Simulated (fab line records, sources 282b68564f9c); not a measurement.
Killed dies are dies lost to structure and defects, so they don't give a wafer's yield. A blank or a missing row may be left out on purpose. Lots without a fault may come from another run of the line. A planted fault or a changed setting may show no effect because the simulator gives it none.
Chamber matching | flow rit_cmos | RIT_GATE_ETCH_19 on rie_si-02: 4 sister chambers
The step etches poly-Si in SF6/CHF3/O2, stops on SiO2, time 165 s, target depth 312.5 nm. 18 wafers are shown with their chamber, then 9 later ones without.

WAFERS WITH THEIR CHAMBER
wafer  | chamber | drypump_motor_current_A (A) | throttle_valve_pct (%) | oes_product_au (a.u.)
L612.4 | 0       | 5.7                         | 10.26                  | 0.831
L612.5 | 3       | 6.7                         | 10.45                  | 0.872
L612.6 | 1       | 5.7                         | 10.26                  | 0.860
L614.2 | 3       | 6.7                         | 10.45                  | 0.864
L614.4 | 3       | 6.7                         | 10.44                  | 0.871
L614.5 | 1       | 5.7                         | 10.27                  | 0.867
L616.1 | 0       | 5.7                         | 10.27                  | 0.828
L616.4 | 1       | 5.7                         | 10.25                  | 0.876
L616.6 | 2       | 6.3                         | 10.10                  | 0.826
L618.3 | 3       | 6.7                         | 10.46                  | 0.863
L618.5 | 0       | 5.7                         | 10.25                  | 0.823
L618.6 | 3       | 6.7                         | 10.46                  | 0.873
L620.1 | 2       | 6.3                         | 10.12                  | 0.844
L620.3 | 0       | 5.6                         | 10.27                  | 0.834
L620.4 | 1       | 5.7                         | 10.25                  | 0.872
L628.1 | 2       | 6.3                         | 10.10                  | 0.850
L628.3 | 0       | 5.7                         | 10.27                  | 0.824
L628.6 | 1       | 5.7                         | 10.25                  | 0.864

SIGNATURES (means of the wafers above)
reading                 | chamber 0 | chamber 1 | chamber 2 | chamber 3 | scatter within a chamber
drypump_motor_current_A | 5.680     | 5.700     | 6.300     | 6.700     | 0.0239
throttle_valve_pct      | 10.2640   | 10.2560   | 10.1067   | 10.4520   | 0.00921
oes_product_au          | 0.82800   | 0.86780   | 0.84000   | 0.86860   | 0.0068
Rule: a wafer's distance from a chamber is the root of the sum, over the readings, of the square of ((its reading less the chamber's mean) divided by the reading's scatter). The wafer belongs to the nearest chamber; if the next one is less than 2 further off, it can't be placed. The scatter: the root of (the sum of the squares of (reading less its chamber's mean) over the shown wafers, divided by (wafers less chambers)).

WAFERS WITHOUT THEIR CHAMBER
wafer  | drypump_motor_current_A (A) | throttle_valve_pct (%) | oes_product_au (a.u.)
L630.2 | 5.7                         | 10.26                  | 0.818
L630.4 | 6.3                         | 10.10                  | 0.828
L630.5 | 5.7                         | 10.27                  | 0.855
L632.1 | 5.7                         | 10.25                  | 0.839
L632.2 | 6.3                         | 10.10                  | 0.839
L632.3 | 6.7                         | 10.46                  | 0.877
L634.1 | 6.7                         | 10.44                  | 0.858
L634.2 | 5.7                         | 10.26                  | 0.848
L634.5 | 6.3                         | 10.12                  | 0.824

WHICH CHAMBER EACH WENT THROUGH
wafer  | from the rows above     | in truth
L630.2 | 0                       | 0
L630.4 | 2                       | 2
L630.5 | can't be placed: 1 or 0 | 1
L632.1 | can't be placed: 0 or 1 | 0
L632.2 | 2                       | 2
L632.3 | 3                       | 3
L634.1 | 3                       | 3
L634.2 | can't be placed: 1 or 0 | 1
L634.5 | 2                       | 2
Placed correctly: 6 of 9. Can't be placed from these rows: 3 (the true chamber is among the candidates in 3). Placed wrongly: 0.
